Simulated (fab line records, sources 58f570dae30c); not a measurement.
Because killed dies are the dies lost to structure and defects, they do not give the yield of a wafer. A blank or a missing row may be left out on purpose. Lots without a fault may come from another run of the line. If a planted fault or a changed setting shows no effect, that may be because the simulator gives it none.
Which tool did it? | flow berkeley cmos170 | 6 lots with 18 wafers sampled at 2 steps, on a route of 331 steps

WHAT EACH GAUGE READ, for each wafer
UCB170_PWELL_THK_MEAS_06.
lot  | measured    | on            | PWELL_NITRIDE_THK (nm)
L131 | day 3 10:41 | film metro-02 | 223.7 223.0 223.4
L136 | day 4 11:09 | film metro-01 | 219.3 219.6 220.3
L139 | day 5 05:33 | film metro-02 | 220.3 219.1 221.2
L145 | day 6 16:55 | film metro-02 | 221.5 222.1 219.8
L150 | day 7 21:41 | film metro-01 | 218.1 217.8 219.8
L152 | day 8 03:42 | film metro-03 | 220.2 220.1 219.3

TOOL THAT RAN EACH LOT (tool first, then ch and the chambers of the sampled wafers, then the start)
lot  | UCB170_PWELL_CVD_05
L131 | lpcvd-01 ch 0, day 3 08:46
L136 | lpcvd-01 ch 0, day 4 09:14
L139 | lpcvd-02 ch 1, day 5 03:38
L145 | lpcvd-02 ch 1, day 6 14:59
L150 | lpcvd-02 ch 1, day 7 19:45
L152 | lpcvd-02 ch 1, day 8 01:45
- UCB170_PWELL_CVD_05: deposits Si3N4 from SiH2Cl2/NH3, target thk 220 nm, time 3300 s.

THE ANSWER, worked out from the rows above alone
Rule: what is usual is taken from the lots themselves. Put in order of their means at a reading, lots are off if they are a third of the lots or fewer, leave a main group of 4 or more, and stand apart from it by a gap of 3 or more times the standard deviation of the main group's means; of several such gaps the widest counts. A main group whose means are all the same, to the digits that the tables above print for the reading, isn't used. A lot without any number at a reading at which 4 lots or more have one is off too. Where the step has rows for the other lots, those lots are counted as sound.
Nothing can be told from this: no lot is off at any reading shown.

WHAT WAS PUT IN BY THE SIMULATOR
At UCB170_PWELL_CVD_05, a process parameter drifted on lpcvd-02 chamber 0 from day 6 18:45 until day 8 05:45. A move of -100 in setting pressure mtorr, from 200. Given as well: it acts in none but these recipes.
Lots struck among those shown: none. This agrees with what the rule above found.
